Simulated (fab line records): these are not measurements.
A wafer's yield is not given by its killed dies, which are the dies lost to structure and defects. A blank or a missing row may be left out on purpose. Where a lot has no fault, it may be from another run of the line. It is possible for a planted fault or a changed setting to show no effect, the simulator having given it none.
Split-lot trial | flow rit cmos | 23 wafers read from 5 lots, route of 202 steps

== SPLIT DETAILS ==
At RIT_PRETRO_COAT_01 (resist thk 1300 nm), the setting resist thk nm was moved away from the recipe's 1300 nm on 7 of the 23 wafers read, by -4.0% to +4.5%. All remaining wafers had this setting at the recipe value.

== FROM THE SPLIT TO THE READING: what the file shows between them, 3 steps ==
- RIT_PRETRO_SOFTBAKE_02: time 60 s
- RIT_PRETRO_EXPOSE_03: exposes mask M5, target cd 43700 nm
- RIT_PRETRO_DEVELOP_05: develop time 68 s

== THE READING ==
NOVOLAK_of_PRETRO_COAT_01.thk nm (the simulator's own value, which no gauge read), in nm, at RIT_PRETRO_HARDBAKE_07 (time 120 s). There is no usual value for it anywhere in the file. The 16 wafers here that ran the recipe average 1137 nm, standard deviation 3 nm.

wafer  | tool, chamber at the split | resist thk nm as run, nm | against the recipe | NOVOLAK_of_PRETRO_COAT_01.thk nm, nm | against lot-mates on the recipe
L074.1 | litho track-01, 0          | 1300                     | recipe             | 1141                                 | -
L074.2 | litho track-01, 0          | 1300                     | recipe             | 1138                                 | -
L074.3 | litho track-01, 0          | 1300                     | recipe             | 1138                                 | -
L074.5 | litho track-01, 0          | 1300                     | recipe             | 1136                                 | -
L074.6 | litho track-01, 0          | 1300                     | recipe             | 1140                                 | -
L075.2 | litho track-02, 0          | 1248                     | -4.0%              | 1092                                 | -45
L075.3 | litho track-02, 0          | 1300                     | recipe             | 1134                                 | -
L075.4 | litho track-02, 0          | 1248                     | -4.0%              | 1094                                 | -43
L075.5 | litho track-02, 0          | 1300                     | recipe             | 1139                                 | -
L075.6 | litho track-02, 0          | 1300                     | recipe             | 1139                                 | -
L076.1 | litho track-03, 0          | 1300                     | recipe             | 1131                                 | -
L076.2 | litho track-03, 0          | 1300                     | recipe             | 1135                                 | -
L076.4 | litho track-03, 0          | 1359                     | +4.5%              | 1182                                 | +49
L076.5 | litho track-03, 0          | 1359                     | +4.5%              | 1182                                 | +49
L076.6 | litho track-03, 0          | 1300                     | recipe             | 1132                                 | -
L078.1 | litho track-02, 0          | 1300                     | recipe             | 1138                                 | -
L078.4 | litho track-02, 0          | 1300                     | recipe             | 1137                                 | -
L078.5 | litho track-02, 0          | 1300                     | recipe             | 1143                                 | -
L084.1 | litho track-01, 0          | 1267                     | -2.5%              | 1110                                 | -26
L084.2 | litho track-01, 0          | 1267                     | -2.5%              | 1107                                 | -30
L084.5 | litho track-01, 0          | 1267                     | -2.5%              | 1107                                 | -30
L084.4 | litho track-01, 0          | 1300                     | recipe             | 1136                                 | -
L084.6 | litho track-01, 0          | 1300                     | recipe             | 1137                                 | -

THE FIT
A straight line over all 23 wafers: NOVOLAK_of_PRETRO_COAT_01.thk nm changes by +10.6 nm for each +1% of resist thk nm; r = +0.99; the points scatter about the line by 3 nm.
The same after taking each lot's own level away (the mean of its wafers on the recipe; 23 wafers): +11 nm for each +1%; r = +1.00; scatter 1.8 nm.
According to that fit, moving resist thk nm by its largest amount changes the reading by 50 nm.
The lots' own levels span 1132.7 to 1139.3 nm, that is 2.2 times the standard deviation above.
The two slopes agree, so the slope changes little with the lot-to-lot level.
Check: +50 nm against its lot-mates is what the line predicts for one of the wafers moved furthest among these (+4.5%) when that wafer is left out of the fit. It came out at +49.3 nm against them.

== OTHER SPLITS APPLIED TO THESE WAFERS ==
Before the reading, these wafers also passed through other splits. Each is held against what the fit with the lots' levels taken away leaves over:
other split on the same wafers  | wafers away from the commonest value | r with NOVOLAK_of_PRETRO_COAT_01.thk nm (lot level and that fit taken away)
RIT_ACTIVE_EXPOSE_08 dose mj    | 5                                    | +0.02
RIT_FOX2_OXIDATION_00 ox time s | 15                                   | -0.03

== THE WHOLE CHAIN: every reading that the file lists as answering this split, in the file's order ==
step                   | what it does       | reading                                                                           | change (the file's fit)              | r (the file's)
RIT_PRETRO_COAT_01     | resist thk 1300 nm | NOVOLAK_of_PRETRO_COAT_01.thk nm (the simulator's own value, which no gauge read) | +12.7 nm for each +1% of the setting | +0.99
RIT_PRETRO_HARDBAKE_07 | time 120 s         | NOVOLAK_of_PRETRO_COAT_01.thk nm (the simulator's own value, which no gauge read) | +11 nm for each +1% of the setting   | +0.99

== THE FILE'S OWN FIT ==
NOVOLAK_of_PRETRO_COAT_01.thk nm changes by +11 nm for each +1% of resist thk nm, r = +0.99.
